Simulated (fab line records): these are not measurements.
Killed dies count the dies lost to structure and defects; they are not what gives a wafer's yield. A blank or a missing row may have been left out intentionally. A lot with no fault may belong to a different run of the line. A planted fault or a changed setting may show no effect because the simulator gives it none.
One fault through the eyes of 2 desks || flow berkeleyCmos170 || what lay behind the numbers comes last; until then each desk has only its own

== DESK OF THE TOOL OWNER: lpcvd-01 ==
The tool's own readings at UCB170_CONTACT_CVD_01 (deposits PSG from SiH4/O2/PH3, target thk 700 nm, time 2820 s): means of the sampled wafers that have a number, for each lot that ran on this tool. Any lot whose mean is over 4 standard deviations away from the usual mean is out of limits and marked OUT; that distance is given in the brackets.
Columns: A = ph3FlowSccm at UCB170_CONTACT_CVD_01, usual 25.00 sccm
{"lot": "L100", "first seen here": "day 8 23:46", "A": 24.94}
{"lot": "L999", "first seen here": "day 8 23:46", "A": 24.92}
{"lot": "L106", "first seen here": "day 10 11:36", "A": 24.97}
{"lot": "L108", "first seen here": "day 10 19:54", "A": 24.95}
{"lot": "L109", "first seen here": "day 10 19:54", "A": 25.07}
{"lot": "L122", "first seen here": "day 13 12:52", "A": 25.08}
This desk's verdict: no lot among the 6 shows anything out of limits.

== FROM THE METROLOGY DESK ==
Lot by lot, what the gauges showed, no matter which tool ran the lot: averages of those sampled wafers that carry a number. Any lot whose mean is over 4 standard deviations away from the usual mean is out of limits and marked OUT; that distance is given in the brackets.
Columns: A = CONTACT_PSG_THK at UCB170_CONTACT_THK_MEAS_02, usual 697 nm
{"lot": "L999", "first seen here": "day 9 01:33", "A": 700}
{"lot": "L100", "first seen here": "day 9 01:34", "A": 696}
{"lot": "L101", "first seen here": "day 9 01:44", "A": 688}
{"lot": "L106", "first seen here": "day 10 13:24", "A": 690}
{"lot": "L108", "first seen here": "day 10 22:35", "A": "973 (+52) OUT"}
{"lot": "L109", "first seen here": "day 10 22:35", "A": "976 (+53) OUT"}
{"lot": "L113", "first seen here": "day 11 12:12", "A": 704}
{"lot": "L111", "first seen here": "day 11 13:59", "A": 700}
{"lot": "L115", "first seen here": "day 11 22:25", "A": 696}
{"lot": "L118", "first seen here": "day 12 19:02", "A": 706}
{"lot": "L120", "first seen here": "day 12 19:03", "A": 692}
{"lot": "L122", "first seen here": "day 13 14:38", "A": 698}
{"lot": "L121", "first seen here": "day 13 14:41", "A": 695}
This desk finds L108, L109 out of limits, with the earliest case on L108 at day 10 22:35 (CONTACT_PSG_THK at UCB170_CONTACT_THK_MEAS_02). In limits: L999, L100, L101, L106, L113, L111, L115, L118, L120, L122, L121.

== PUT TOGETHER ==
An alarm was possible from the metrology desk at day 10 22:35, on L108, L109.
The tool owner's desk saw nothing out of limits.
On record at the tool owner's desk: L108, L109, within its limits.
All the named lots went through UCB170_CONTACT_CVD_01 on lpcvd-01.

== WHAT HAD BEEN PUT IN BY THE SIMULATOR ==
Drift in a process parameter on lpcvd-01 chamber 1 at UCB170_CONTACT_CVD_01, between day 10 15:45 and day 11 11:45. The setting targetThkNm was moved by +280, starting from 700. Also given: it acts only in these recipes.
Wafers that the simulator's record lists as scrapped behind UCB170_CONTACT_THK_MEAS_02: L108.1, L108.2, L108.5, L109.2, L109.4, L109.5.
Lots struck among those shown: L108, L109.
Time in hours between the start of the fault and the first out-of-limits reading at each desk: metrology desk, 7.
